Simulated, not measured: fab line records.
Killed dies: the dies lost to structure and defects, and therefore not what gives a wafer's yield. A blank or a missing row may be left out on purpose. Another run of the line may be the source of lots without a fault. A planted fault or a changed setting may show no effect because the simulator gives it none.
One fault seen from 2 desks | flow berkeleyCmos170 | every desk sees just its own numbers, and what lay behind them comes last

## AT THE METROLOGY DESK
Lot by lot, what the gauges showed, no matter which tool ran the lot: averages of those sampled wafers that carry a number. A lot is out of limits, marked OUT, if its mean lies more than 4 standard deviations from the usual mean; the brackets give that distance.
Columns: A = WELLDRIVE_OXIDE_THK at UCB170_WELLDRIVE_THK_MEAS_02, usual 198 nm; B = PFIELD_TW at UCB170_PFIELD_TW_MEAS_09, usual 600
lot  | first seen here | A   | B
L747 | day 4 18:12     | 197 | 599
L749 | day 5 11:10     | 201 | 600
L750 | day 5 11:10     | 201 | 597
L751 | day 5 20:43     | 194 | 599
L752 | day 5 20:43     | 198 | 602
L753 | day 6 09:38     | 198 | 604
L757 | day 6 20:38     | 200 | 600
L756 | day 6 20:40     | 206 | 606
L760 | day 7 04:05     | 201 | 606
L762 | day 8 05:11     | 194 | 598
L763 | day 8 05:16     | 198 | 595
L764 | day 8 05:17     | 192 | 595
L765 | day 8 05:19     | 200 | 596
L766 | day 8 18:22     | 194 | 592
This desk's finding: nothing out of limits on any of the 14 lots.

## TOOL OWNER'S DESK, rieDiel-03
The tool's own readings at UCB170_ACTIVE_ETCH_15 (etches Si3N4 in CH3F/Ar/O2, stops on SiO2, target depth 242 nm, time 151 s): means of the sampled wafers that have a number, for each lot that ran on this tool. A lot is out of limits, marked OUT, if its mean lies more than 4 standard deviations from the usual mean; the brackets give that distance.
Columns: A = drypumpMotorCurrentA at UCB170_ACTIVE_ETCH_15, usual 5.8 A; B = oesProductAu at UCB170_ACTIVE_ETCH_15, usual 0.937 a.u.; C = rfFwdPowerW at UCB170_ACTIVE_ETCH_15, usual 448.0 W; D = throttleValvePct at UCB170_ACTIVE_ETCH_15, usual 8.01 %
lot  | first seen here | A   | B     | C               | D
L756 | day 7 16:46     | 5.4 | 0.941 | 448.0           | 8.06
L760 | day 8 00:44     | 5.5 | 0.957 | 447.7           | 7.98
L764 | day 9 01:59     | 5.4 | 0.938 | 448.9           | 7.94
L763 | day 9 02:42     | 6.4 | 0.935 | 414.1 (-24) OUT | 8.12
L766 | day 9 15:44     | 5.7 | 0.923 | 412.0 (-26) OUT | 7.98
This desk's verdict: out of limits on L763, L766, starting with L763 at day 9 02:42 (rfFwdPowerW at UCB170_ACTIVE_ETCH_15). L756, L760, L764: within limits.

## TAKEN TOGETHER
The tool owner's desk could have raised an alarm at day 9 02:42, on L763, L766.
At the metrology desk, nothing out of limits was observed.
The metrology desk holds a record of L763, L766, inside its limits.
On rieDiel-03, each named lot ran UCB170_ACTIVE_ETCH_15.

## WHAT THE SIMULATOR PUT IN
rieDiel-03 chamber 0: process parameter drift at UCB170_ACTIVE_ETCH_15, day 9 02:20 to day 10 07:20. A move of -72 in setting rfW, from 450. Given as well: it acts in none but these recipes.
Struck lots among those shown: L763, L766.
How many hours passed from the start of the fault until each desk's first out-of-limits reading: the tool owner's desk, 0.
